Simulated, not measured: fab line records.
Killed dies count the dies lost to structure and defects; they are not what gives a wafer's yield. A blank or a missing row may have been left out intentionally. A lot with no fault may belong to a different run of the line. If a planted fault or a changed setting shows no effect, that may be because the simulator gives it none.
The tool behind it: which one? || flow rit cmos || 13 lots, 39 wafers sampled, at 5 steps of a route of 202

== WHAT THE GAUGES SHOWED, per wafer ==
RIT_PSD_TW_MEAS_10. Usual: PSD_TW gives 3442 (standard deviation 38).
{"lot": "L365", "measured": "day 3 03:17", "on": "film metro-03", "PSD_TW": "3436 3454 3436", "flag": ""}
{"lot": "L366", "measured": "day 3 10:06", "on": "film metro-03", "PSD_TW": "3439 3447 3457", "flag": ""}
{"lot": "L368", "measured": "day 3 20:19", "on": "film metro-01", "PSD_TW": "3501 3496 3502", "flag": ""}
{"lot": "L369", "measured": "day 4 01:53", "on": "film metro-01", "PSD_TW": "3489 3505 3484", "flag": ""}
{"lot": "L370", "measured": "day 4 07:20", "on": "film metro-04", "PSD_TW": "3429 3408 3394", "flag": ""}
{"lot": "L372", "measured": "day 4 15:56", "on": "film metro-04", "PSD_TW": "3411 3406 3417", "flag": ""}
{"lot": "L377", "measured": "day 6 03:28", "on": "film metro-03", "PSD_TW": "3414 3408 3428", "flag": ""}
{"lot": "L380", "measured": "day 6 15:41", "on": "film metro-01", "PSD_TW": "3515 3522 3511", "flag": ""}
{"lot": "L382", "measured": "day 6 19:25", "on": "film metro-04", "PSD_TW": "3400 3413 3402", "flag": ""}
{"lot": "L383", "measured": "day 6 23:40", "on": "film metro-04", "PSD_TW": "3408 3409 3416", "flag": ""}
{"lot": "L384", "measured": "day 7 06:10", "on": "film metro-04", "PSD_TW": "3436 3435 3430", "flag": ""}
{"lot": "L386", "measured": "day 7 12:13", "on": "film metro-03", "PSD_TW": "3421 3444 3438", "flag": ""}
{"lot": "L388", "measured": "day 7 22:20", "on": "film metro-03", "PSD_TW": "3442 3426 3442", "flag": ""}

RIT_SILICIDE_RS_MEAS_02: measures by four-point-probe. Usual: SILICIDE_TI_RS gives 49.7 ohm/sq (standard deviation 0.63).
{"lot": "L365", "measured": "day 3 04:26", "on": "film metro-04", "SILICIDE_TI_RS (ohm/sq)": "49.0 49.7 49.3", "flag": ""}
{"lot": "L366", "measured": "day 3 11:14", "on": "film metro-03", "SILICIDE_TI_RS (ohm/sq)": "49.8 49.8 49.2", "flag": ""}
{"lot": "L368", "measured": "day 3 21:28", "on": "film metro-02", "SILICIDE_TI_RS (ohm/sq)": "50.5 51.1 51.1", "flag": ""}
{"lot": "L369", "measured": "day 4 03:01", "on": "film metro-02", "SILICIDE_TI_RS (ohm/sq)": "49.1 49.4 49.2", "flag": ""}
{"lot": "L370", "measured": "day 4 08:29", "on": "film metro-02", "SILICIDE_TI_RS (ohm/sq)": "49.6 50.3 50.1", "flag": ""}
{"lot": "L372", "measured": "day 4 17:04", "on": "film metro-02", "SILICIDE_TI_RS (ohm/sq)": "50.3 50.5 49.7", "flag": ""}
{"lot": "L377", "measured": "day 6 04:58", "on": "film metro-03", "SILICIDE_TI_RS (ohm/sq)": "48.8 49.6 49.1", "flag": ""}
{"lot": "L380", "measured": "day 6 17:00", "on": "film metro-02", "SILICIDE_TI_RS (ohm/sq)": "50.2 49.6 43.3", "flag": "OFF"}
{"lot": "L382", "measured": "day 6 20:44", "on": "film metro-03", "SILICIDE_TI_RS (ohm/sq)": "50.0 49.3 48.9", "flag": ""}
{"lot": "L383", "measured": "day 7 00:47", "on": "film metro-03", "SILICIDE_TI_RS (ohm/sq)": "48.2 48.1 48.4", "flag": ""}
{"lot": "L384", "measured": "day 7 07:18", "on": "film metro-03", "SILICIDE_TI_RS (ohm/sq)": "49.7 50.2 49.5", "flag": ""}
{"lot": "L386", "measured": "day 7 13:20", "on": "film metro-02", "SILICIDE_TI_RS (ohm/sq)": "49.3 49.5 49.4", "flag": ""}
{"lot": "L388", "measured": "day 7 23:29", "on": "film metro-04", "SILICIDE_TI_RS (ohm/sq)": "48.8 48.6 48.6", "flag": ""}

RIT_SILICIDE_THK_MEAS_03: measures by xrf. Usual: SILICIDE_TI_THK gives 29.2 nm (standard deviation 0.3).
{"lot": "L365", "measured": "day 3 04:33", "on": "film metro-04", "SILICIDE_TI_THK (nm)": "29.6 29.2 29.5", "flag": ""}
{"lot": "L366", "measured": "day 3 11:21", "on": "film metro-03", "SILICIDE_TI_THK (nm)": "29.1 29.0 29.4", "flag": ""}
{"lot": "L368", "measured": "day 3 21:34", "on": "film metro-02", "SILICIDE_TI_THK (nm)": "28.8 28.5 28.6", "flag": ""}
{"lot": "L369", "measured": "day 4 03:08", "on": "film metro-02", "SILICIDE_TI_THK (nm)": "29.2 29.2 29.3", "flag": ""}
{"lot": "L370", "measured": "day 4 08:35", "on": "film metro-02", "SILICIDE_TI_THK (nm)": "29.0 28.9 29.0", "flag": ""}
{"lot": "L372", "measured": "day 4 17:11", "on": "film metro-02", "SILICIDE_TI_THK (nm)": "28.8 28.8 29.0", "flag": ""}
{"lot": "L377", "measured": "day 6 05:03", "on": "film metro-03", "SILICIDE_TI_THK (nm)": "29.6 29.3 29.5", "flag": ""}
{"lot": "L380", "measured": "day 6 17:07", "on": "film metro-02", "SILICIDE_TI_THK (nm)": "29.0 29.3 32.8", "flag": "OFF"}
{"lot": "L382", "measured": "day 6 20:52", "on": "film metro-03", "SILICIDE_TI_THK (nm)": "28.9 29.1 29.4", "flag": ""}
{"lot": "L383", "measured": "day 7 00:55", "on": "film metro-03", "SILICIDE_TI_THK (nm)": "30.0 29.9 29.8", "flag": ""}
{"lot": "L384", "measured": "day 7 07:25", "on": "film metro-03", "SILICIDE_TI_THK (nm)": "29.1 29.0 29.1", "flag": ""}
{"lot": "L386", "measured": "day 7 13:27", "on": "film metro-02", "SILICIDE_TI_THK (nm)": "29.4 29.5 29.3", "flag": ""}
{"lot": "L388", "measured": "day 7 23:35", "on": "film metro-04", "SILICIDE_TI_THK (nm)": "29.6 29.7 29.9", "flag": ""}

== TOOL THAT RAN EACH LOT (tool first, then ch and the chambers of the sampled wafers, then the start) ==
{"lot": "L365", "RIT_NLDD_STRIP_09": "plasma asher-02 ch 0,1, day 2 19:55", "RIT_SILICIDE_SPUTTER_01": "pvd sputter-03, day 3 04:17"}
{"lot": "L366", "RIT_NLDD_STRIP_09": "plasma asher-02 ch 0, day 3 02:46", "RIT_SILICIDE_SPUTTER_01": "pvd sputter-03, day 3 11:04"}
{"lot": "L368", "RIT_NLDD_STRIP_09": "plasma asher-04 ch 0,1, day 3 12:43", "RIT_SILICIDE_SPUTTER_01": "pvd sputter-03, day 3 21:16"}
{"lot": "L369", "RIT_NLDD_STRIP_09": "plasma asher-02 ch 0,1, day 3 18:38", "RIT_SILICIDE_SPUTTER_01": "pvd sputter-01, day 4 02:52"}
{"lot": "L370", "RIT_NLDD_STRIP_09": "plasma asher-04 ch 0,1, day 3 23:58", "RIT_SILICIDE_SPUTTER_01": "pvd sputter-03, day 4 08:18"}
{"lot": "L372", "RIT_NLDD_STRIP_09": "plasma asher-01 ch 0,1, day 4 08:52", "RIT_SILICIDE_SPUTTER_01": "pvd sputter-03, day 4 16:55"}
{"lot": "L377", "RIT_NLDD_STRIP_09": "plasma asher-01 ch 0,1, day 5 20:33", "RIT_SILICIDE_SPUTTER_01": "pvd sputter-01, day 6 04:45"}
{"lot": "L380", "RIT_NLDD_STRIP_09": "plasma asher-02 ch 0,1, day 6 08:06", "RIT_SILICIDE_SPUTTER_01": "pvd sputter-03, day 6 16:51"}
{"lot": "L382", "RIT_NLDD_STRIP_09": "plasma asher-04 ch 0,1, day 6 12:06", "RIT_SILICIDE_SPUTTER_01": "pvd sputter-02, day 6 20:35"}
{"lot": "L383", "RIT_NLDD_STRIP_09": "plasma asher-04 ch 0,1, day 6 16:33", "RIT_SILICIDE_SPUTTER_01": "pvd sputter-02, day 7 00:38"}
{"lot": "L384", "RIT_NLDD_STRIP_09": "plasma asher-01 ch 0, day 6 22:39", "RIT_SILICIDE_SPUTTER_01": "pvd sputter-01, day 7 07:08"}
{"lot": "L386", "RIT_NLDD_STRIP_09": "plasma asher-02 ch 1, day 7 04:52", "RIT_SILICIDE_SPUTTER_01": "pvd sputter-01, day 7 13:11"}
{"lot": "L388", "RIT_NLDD_STRIP_09": "plasma asher-04 ch 0,1, day 7 15:09", "RIT_SILICIDE_SPUTTER_01": "pvd sputter-02, day 7 23:17"}
- RIT_NLDD_STRIP_09: strips in O2, time 180 s.
- RIT_SILICIDE_SPUTTER_01: material Ti, target thk 30 nm, time 240 s.

== WHAT THE TOOLS THEMSELVES READ (means of the sampled wafers that have a number; where no wafer has one, the mark that the record gives instead) ==
RIT_NLDD_STRIP_09. Usual: 5.68 A for drypump motor current A, sd 0.21.
{"lot": "L365", "tool": "plasma asher-02", "drypump motor current A (A)": 5.61, "flag": ""}
{"lot": "L366", "tool": "plasma asher-02", "drypump motor current A (A)": 5.66, "flag": ""}
{"lot": "L368", "tool": "plasma asher-04", "drypump motor current A (A)": 5.57, "flag": ""}
{"lot": "L369", "tool": "plasma asher-02", "drypump motor current A (A)": 5.64, "flag": ""}
{"lot": "L370", "tool": "plasma asher-04", "drypump motor current A (A)": 5.85, "flag": ""}
{"lot": "L372", "tool": "plasma asher-01", "drypump motor current A (A)": 5.73, "flag": ""}
{"lot": "L377", "tool": "plasma asher-01", "drypump motor current A (A)": 5.69, "flag": ""}
{"lot": "L380", "tool": "plasma asher-02", "drypump motor current A (A)": 5.65, "flag": ""}
{"lot": "L382", "tool": "plasma asher-04", "drypump motor current A (A)": 5.82, "flag": ""}
{"lot": "L383", "tool": "plasma asher-04", "drypump motor current A (A)": 5.56, "flag": ""}
{"lot": "L384", "tool": "plasma asher-01", "drypump motor current A (A)": 5.66, "flag": ""}
{"lot": "L386", "tool": "plasma asher-02", "drypump motor current A (A)": 5.64, "flag": ""}
{"lot": "L388", "tool": "plasma asher-04", "drypump motor current A (A)": 5.58, "flag": ""}

RIT_SILICIDE_SPUTTER_01. Usual: substrate temp c 25.00 C, standard deviation 0.11; throttle valve pct 30.1 %, standard deviation 1.
{"lot": "L365", "tool": "pvd sputter-03", "substrate temp c (C)": 25.04, "throttle valve pct (%)": 29.5, "flag": ""}
{"lot": "L366", "tool": "pvd sputter-03", "substrate temp c (C)": 25.02, "throttle valve pct (%)": 29.7, "flag": ""}
{"lot": "L368", "tool": "pvd sputter-03", "substrate temp c (C)": 24.97, "throttle valve pct (%)": 30.6, "flag": ""}
{"lot": "L369", "tool": "pvd sputter-01", "substrate temp c (C)": 25.05, "throttle valve pct (%)": 29.8, "flag": ""}
{"lot": "L370", "tool": "pvd sputter-03", "substrate temp c (C)": 25.13, "throttle valve pct (%)": 31.5, "flag": ""}
{"lot": "L372", "tool": "pvd sputter-03", "substrate temp c (C)": 25.06, "throttle valve pct (%)": 30.5, "flag": ""}
{"lot": "L377", "tool": "pvd sputter-01", "substrate temp c (C)": 24.97, "throttle valve pct (%)": 29.9, "flag": ""}
{"lot": "L380", "tool": "pvd sputter-03", "substrate temp c (C)": 25.05, "throttle valve pct (%)": 29.6, "flag": ""}
{"lot": "L382", "tool": "pvd sputter-02", "substrate temp c (C)": 25.04, "throttle valve pct (%)": 30.6, "flag": ""}
{"lot": "L383", "tool": "pvd sputter-02", "substrate temp c (C)": 24.94, "throttle valve pct (%)": 31.3, "flag": ""}
{"lot": "L384", "tool": "pvd sputter-01", "substrate temp c (C)": 24.92, "throttle valve pct (%)": 29.2, "flag": ""}
{"lot": "L386", "tool": "pvd sputter-01", "substrate temp c (C)": 25.00, "throttle valve pct (%)": 29.8, "flag": ""}
{"lot": "L388", "tool": "pvd sputter-02", "substrate temp c (C)": 24.90, "throttle valve pct (%)": 30.4, "flag": ""}

== THE ANSWER, worked out from the rows above alone ==
Rule: a lot counts as off when the mean over its wafers that have a number is more than 3 standard deviations away from the usual mean. Also off: a lot with no number at a reading for which 4 or more lots have one. Where the step has rows for the other lots, those lots are counted as sound. After the gauges, taken in route order, come the tools' own readings; for these a lot's mean is taken, as printed above. At the first step where some lot is off, the reading lying furthest off is the one used; lots without a number count as furthest.
Off: L380, at RIT_SILICIDE_RS_MEAS_02 (SILICIDE_TI_RS).
If a tool, at a process step before that reading, ran all the lots that are off and no sound lot after the first of them, it fits. The gauges at RIT_SILICIDE_RS_MEAS_02 are tried like those tools. One fits: pvd sputter-03 at RIT_SILICIDE_SPUTTER_01. Its last sound lot is L372 (day 4 16:55), its first lot that is off L380 (day 6 16:51): a fault that began between those two fits.

== WHAT THE SIMULATOR HAD PUT IN ==
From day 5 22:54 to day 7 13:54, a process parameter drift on pvd sputter-03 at RIT_SILICIDE_SPUTTER_01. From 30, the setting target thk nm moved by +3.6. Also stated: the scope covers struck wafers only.
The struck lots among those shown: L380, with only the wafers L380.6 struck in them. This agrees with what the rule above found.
